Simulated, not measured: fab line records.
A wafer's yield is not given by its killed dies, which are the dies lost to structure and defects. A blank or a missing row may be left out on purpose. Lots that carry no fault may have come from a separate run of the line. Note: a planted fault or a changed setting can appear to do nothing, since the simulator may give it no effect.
Split-lot experiment + flow berkeleyCmos170 + 23 wafers read across 5 lots, on a route 331 steps long

== THE SPLIT ==
At UCB170_M3_SPUTTER_01 (material Al, target thk 900 nm, time 120 s), the setting chamberPressurePa was moved away from the recipe's 0.5 Pa on 15 of the 23 wafers read, by -7.9% to +10.0%. For the rest of the wafers, this setting stayed at what the recipe calls for.

Reading taken at the split's own step.

== THE READING ==
Al_of_M3_SPUTTER_01.thkNm (the simulator's own value, which no gauge read), in nm, at UCB170_M3_SPUTTER_01 (material Al, target thk 900 nm, time 120 s). There is no usual value for it anywhere in the file. Average 902.4 nm, standard deviation 6.9 nm, over the 8 wafers here run with the recipe.

| wafer  | tool, chamber at the split | chamberPressurePa as run, Pa | against the recipe | Al_of_M3_SPUTTER_01.thkNm, nm | against lot-mates on the recipe |
|--------|----------------------------|------------------------------|--------------------|-------------------------------|---------------------------------|
| L076.1 | pvdSputter-02, -           | 0.4607                       | -7.9%              | 915.7                         | no lot-mate on the recipe       |
| L076.2 | pvdSputter-02, -           | 0.4607                       | -7.9%              | 916.9                         | no lot-mate on the recipe       |
| L076.4 | pvdSputter-02, -           | 0.4607                       | -7.9%              | 918.3                         | no lot-mate on the recipe       |
| L076.5 | pvdSputter-02, -           | 0.4607                       | -7.9%              | 909.6                         | no lot-mate on the recipe       |
| L076.6 | pvdSputter-02, -           | 0.4607                       | -7.9%              | 911.9                         | no lot-mate on the recipe       |
| L075.3 | pvdSputter-04, -           | 0.5                          | recipe             | 902.7                         | -                               |
| L075.4 | pvdSputter-04, -           | 0.5                          | recipe             | 905.1                         | -                               |
| L075.5 | pvdSputter-04, -           | 0.5                          | recipe             | 917.4                         | -                               |
| L077.1 | pvdSputter-04, -           | 0.472                        | -5.6%              | 925.8                         | no lot-mate on the recipe       |
| L077.3 | pvdSputter-04, -           | 0.472                        | -5.6%              | 925.4                         | no lot-mate on the recipe       |
| L077.4 | pvdSputter-04, -           | 0.472                        | -5.6%              | 917.7                         | no lot-mate on the recipe       |
| L077.5 | pvdSputter-04, -           | 0.472                        | -5.6%              | 922.9                         | no lot-mate on the recipe       |
| L077.6 | pvdSputter-04, -           | 0.472                        | -5.6%              | 922.1                         | no lot-mate on the recipe       |
| L082.1 | pvdSputter-02, -           | 0.5                          | recipe             | 897.3                         | -                               |
| L082.2 | pvdSputter-02, -           | 0.5                          | recipe             | 903.9                         | -                               |
| L082.3 | pvdSputter-02, -           | 0.5                          | recipe             | 894.1                         | -                               |
| L082.4 | pvdSputter-02, -           | 0.5                          | recipe             | 903.2                         | -                               |
| L082.5 | pvdSputter-02, -           | 0.5                          | recipe             | 895.2                         | -                               |
| L079.1 | pvdSputter-01, -           | 0.5499                       | +10.0%             | 894.3                         | no lot-mate on the recipe       |
| L079.3 | pvdSputter-01, -           | 0.5499                       | +10.0%             | 890.4                         | no lot-mate on the recipe       |
| L079.4 | pvdSputter-01, -           | 0.5499                       | +10.0%             | 885.9                         | no lot-mate on the recipe       |
| L079.5 | pvdSputter-01, -           | 0.5499                       | +10.0%             | 892.6                         | no lot-mate on the recipe       |
| L079.6 | pvdSputter-01, -           | 0.5499                       | +10.0%             | 886.7                         | no lot-mate on the recipe       |

FIT RESULTS
A straight line over all 23 wafers: Al_of_M3_SPUTTER_01.thkNm changes by -1.67 nm for each +1% of chamberPressurePa; r = -0.85; the points scatter about the line by 7 nm.
Too few moved wafers with a lot-mate on the recipe to fit a line net of each lot's own level.

== THE FILE'S OWN FIT ==
Al_of_M3_SPUTTER_01.thkNm changes by -1.67 nm for each +1% of chamberPressurePa, r = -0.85.
